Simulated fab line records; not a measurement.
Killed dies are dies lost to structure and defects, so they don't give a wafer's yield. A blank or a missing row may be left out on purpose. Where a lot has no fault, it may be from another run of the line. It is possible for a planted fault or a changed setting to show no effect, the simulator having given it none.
Problem report in the 8D (eight disciplines) form, filled by code | flow berkeleyCmos170 | the parts of the form that need people (team, actions taken, sign-off) are left out

== 1. THE ISSUE ==
tubeCenterTempC at UCB170_WELLDRIVE_ANNEAL_03 reads a mean of 1040 C on 9 wafers of 3 lots; wafers without a fault read 1100 C with a standard deviation of 0.1. That is -99 or more standard deviations from the usual mean.
The step: time 900 s.
Seen first at day 7 21:28 on furnace-04, wafer L362.3. The record holds 45 wafers of 15 lots with a number at this step. The rule behind "out" and "out of limits": a value lying over 4 standard deviations away from the usual mean. The other wafers with a number count as sound.

== 2. WHAT IT IS, WHAT IT ISN'T ==
question                    | is                                                                                                        | is not
which readings at this step | tubeCenterTempC, spikeTcCentreC, spikeTcLoadC, spikeTcSourceC, tube_center_temp_C_max, zonePowerSourcePct | -
which lots                  | L362, L363, L364                                                                                          | L345, L346, L349, L352, L353, L354, L355, L356, L357, L358, L360, L361
which wafers of those lots  | all that have a number                                                                                    | -
read on which tools         | furnace-04                                                                                                | furnace-01, furnace-02
when                        | from day 7 21:28                                                                                          | up to then (36 sound wafers)

== 3. THE SUSPECTS, EACH WITH WHAT RULES IT OUT ==
Counting: a tool at any process step up to the reading remains a suspect when it ran all the lots that are out and ran no sound lot after the first of those.
- furnace-04 at UCB170_WELLDRIVE_ANNEAL_03 (time 900 s): kept. All lots that are out passed through it, beginning with L362 at day 7 21:28, and no sound lot followed; its final sound lot before that point was L358 at day 6 21:22. Its own spikeTcCentreC, spikeTcLoadC, spikeTcSourceC, tubeCenterTempC, tube_center_temp_C_max, zonePowerSourcePct readings are out on those wafers.
The count leaves furnace-04 at UCB170_WELLDRIVE_ANNEAL_03.

== 4. THE CAUSE (what the simulator had put in) ==
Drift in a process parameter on furnace-04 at UCB170_WELLDRIVE_ANNEAL_03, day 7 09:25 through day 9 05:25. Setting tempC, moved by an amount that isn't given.
This tool alone remained once counting was done.

== 5. THE CHAIN OF EFFECTS, in route order ==
Rows list readings where the struck wafers' mean (over those with a number) sits beyond 3 standard deviations from the usual. Scope: only readings with a usual standard deviation given in the record; hours: median across lots of the time from each lot's start at the first step in this table that gives one to its start at this step; sigmas: change in usual standard deviations.
hours | step                       | reading                | usual    | on struck wafers | change | sigmas
0     | UCB170_WELLDRIVE_ANNEAL_03 | spikeTcCentreC         | 1102.2 C | 1041.9           | -60.3  | -50
0     | UCB170_WELLDRIVE_ANNEAL_03 | spikeTcLoadC           | 1127.1 C | 1062.3           | -64.8  | -22
0     | UCB170_WELLDRIVE_ANNEAL_03 | spikeTcSourceC         | 1124.4 C | 1065.5           | -58.9  | -31
0     | UCB170_WELLDRIVE_ANNEAL_03 | tubeCenterTempC        | 1100 C   | 1040             | -60    | -99 or more
0     | UCB170_WELLDRIVE_ANNEAL_03 | tube_center_temp_C_max | 1102.9   | 1042.8           | -60.1  | -99 or more
0     | UCB170_WELLDRIVE_ANNEAL_03 | zonePowerSourcePct     | 47.7 %   | 42.3             | -5.4   | -4.9
Its process steps:
- UCB170_WELLDRIVE_ANNEAL_03: time 900 s.
Later measuring or inspecting steps at which every struck wafer that the step has a row for has a number for every such reading, and none has moved that far: UCB170_PVT_OVL_MEAS_06.

== 6. HOW IT WOULD HAVE BEEN CAUGHT EARLIER ==
The fault began at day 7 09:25; the first out-of-limits reading in this record came at day 7 21:28, 12 hours later.
